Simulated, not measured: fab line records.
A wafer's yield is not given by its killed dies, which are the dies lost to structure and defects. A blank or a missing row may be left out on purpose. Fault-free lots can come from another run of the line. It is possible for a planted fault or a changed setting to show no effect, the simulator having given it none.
A struck lot beside a sound one / flow rit-cmos / 17 steps out of a route of 202
Sound: these wafers, L305.2, L305.3, L305.5. Wafers struck: L308.1, L308.3, L308.6. The cause is named last.
For every step that has rows: the tool of each side, followed by ch and its chambers, followed by its first start. Under that, the readings that differ: sound wafers / struck wafers / difference of the means / sigmas: that difference in standard deviations of wafers without a fault.
alike: same words and numbers on both sides, and readings whose means sit less than 2 such deviations apart. not compared: any withheld reading, any reading some wafer has no value for, any bound like >300 that may hide the same value, and any number with overlapping values for which the record gives no deviation.
A row with sigmas, a row that says differs or no value, or rows on one side alone: a step with any of these is where the two part. Non-overlapping numbers with no deviation appear without sigmas and do not part them. Lack of a reading on every wafer of one side parts them only where that side has two or more wafers.

RIT_NWELL_TW_MEAS_10:
  sound on film-metro-04 at day 2 06:54; struck on film-metro-03 at day 2 23:21
reading=NWELL_TW; sound=2165 2170 2159; struck=2110 2115 2098; difference=-57; sigmas=-3
then, 6 steps without rows for these wafers: RIT_PWELL_HMDS_00 (prime time 60 s); RIT_PWELL_COAT_01 (resist thk 1300 nm); RIT_PWELL_SOFTBAKE_02 (time 60 s); RIT_PWELL_EXPOSE_03 (exposes mask M3, target cd 43700 nm); RIT_PWELL_PEB_04; RIT_PWELL_DEVELOP_05 (develop time 68 s).
RIT_PWELL_OVL_MEAS_06:
  sound on overlay-01 at day 2 07:58; struck on overlay-01 at day 3 00:25
  alike: PWELL_OVL
then, 2 steps without rows for these wafers: RIT_PWELL_HARDBAKE_07 (time 120 s); RIT_PWELL_IMPLANT_08.
RIT_PWELL_STRIP_09: strips in O2, time 180 s.
  sound on plasma-asher-02 ch 0,1, day 2 08:23; struck on plasma-asher-02 ch 0,1, day 3 00:52
  alike: drypump-motor-current-A, o2-flow-sccm
  not compared: rf-hours-counter-h
RIT_PWELL_TW_MEAS_10:
  sound on film-metro-02 at day 2 08:35; struck on film-metro-04 at day 3 01:02
reading=PWELL_TW; sound=937 940 935; struck=962 962 962; difference=+25; sigmas=+2
RIT_WELLDRIVE_ANNEAL_00: time 14700 s.
  sound on furnace-04 ch 0, day 2 08:38; struck on furnace-03 ch 0, day 3 01:05
reading=spike-tc-centre-C (C); sound=1101.5 1101.1 1101.6; struck=1116.6 1118.1 1117.7; difference=+16.1; sigmas=+13
reading=spike-tc-load-C (C); sound=1123 1119 1122; struck=1142 1141 1140; difference=+20; sigmas=+5
reading=spike-tc-source-C (C); sound=1130.4 1130.7 1130.7; struck=1141.3 1140.8 1141.7; difference=+10.7; sigmas=+5
reading=tube-center-temp-C (C); sound=1100 1100.1 1100; struck=1115 1115 1115.1; difference=+15; sigmas=+99 or more
reading=tube_center_temp_C_max; sound=1102.6 1103.1 1102.8; struck=1117.7 1117.4 1117.6; difference=+14.7; sigmas=+30
RIT_WELLDRIVE_RS_MEAS_01: the measuring method here is four-point-probe.
  sound on film-metro-02 at day 2 13:44; struck on film-metro-03 at day 3 06:10
reading=NWELL_RS (ohm/sq); sound=276.1 276.8 276.1; struck=260.3 260.0 260.4; difference=-16.1; sigmas=-22
RIT_WELLDRIVE_RS_MEAS_02: the measuring method here is four-point-probe.
  sound on film-metro-02 at day 2 13:51; struck on film-metro-03 at day 3 06:17
reading=PWELL_RS (ohm/sq); sound=430.3 429.6 431.2; struck=412.0 412.2 412.6; difference=-18.1; sigmas=-14
then, 1 step without rows for these wafers: RIT_NRETRO_HMDS_00 (prime time 60 s).
RIT_M1_PROBE_99:
  sound on prober-02 at day 3 19:44; struck on prober-02 at day 4 14:11
reading=model.etest.nwell-pinched.rs-ohm-sq; sound=338.4 339.9 341.6; struck=301.8 302.9 307.4; difference=-35.9; sigmas=
reading=model.etest.pwell-pinched.rs-ohm-sq; sound=455.8 450 458.2; struck=435 437.8 435.1; difference=-19; sigmas=
reading=model.etest.pwell.rs-ohm-sq; sound=415.2 405.9 412.8; struck=400.6 402.5 396.1; difference=-11.6; sigmas=
reading=model.etest.field-n.vt-v (V); sound=34.04 34.18 34.46; struck=32.02 32.26 32; difference=-2.13; sigmas=
reading=model.etest.field-p-metal.vt-v (V); sound=-29.03 -29.12 -28.83; struck=-31.39 -30.98 -31.45; difference=-2.28; sigmas=
reading=model.etest.field-p.vt-v (V); sound=-12.5 -12.53 -12.49; struck=-13.38 -13.38 -13.37; difference=-0.87; sigmas=
reading=model.etest.diode-pplus-nwell.bv-v (V); sound=6.647 6.616 6.715; struck=6.812 6.877 6.877; difference=+0.196; sigmas=
  alike: killed_at_M0_to_M3, killed-at-contacts, killed-at-front-end, killed-dies, killed-open, killed-short
  not compared: model.etest.iso-nwell-nwell.bv-v

## WHERE THEY PART
Earliest at RIT_NWELL_TW_MEAS_10; latest, in this record, at RIT_WELLDRIVE_RS_MEAS_02. Later steps at which nothing parts them and some readings are alike: RIT_M1_PROBE_99.

WHY: the cause the simulator had injected
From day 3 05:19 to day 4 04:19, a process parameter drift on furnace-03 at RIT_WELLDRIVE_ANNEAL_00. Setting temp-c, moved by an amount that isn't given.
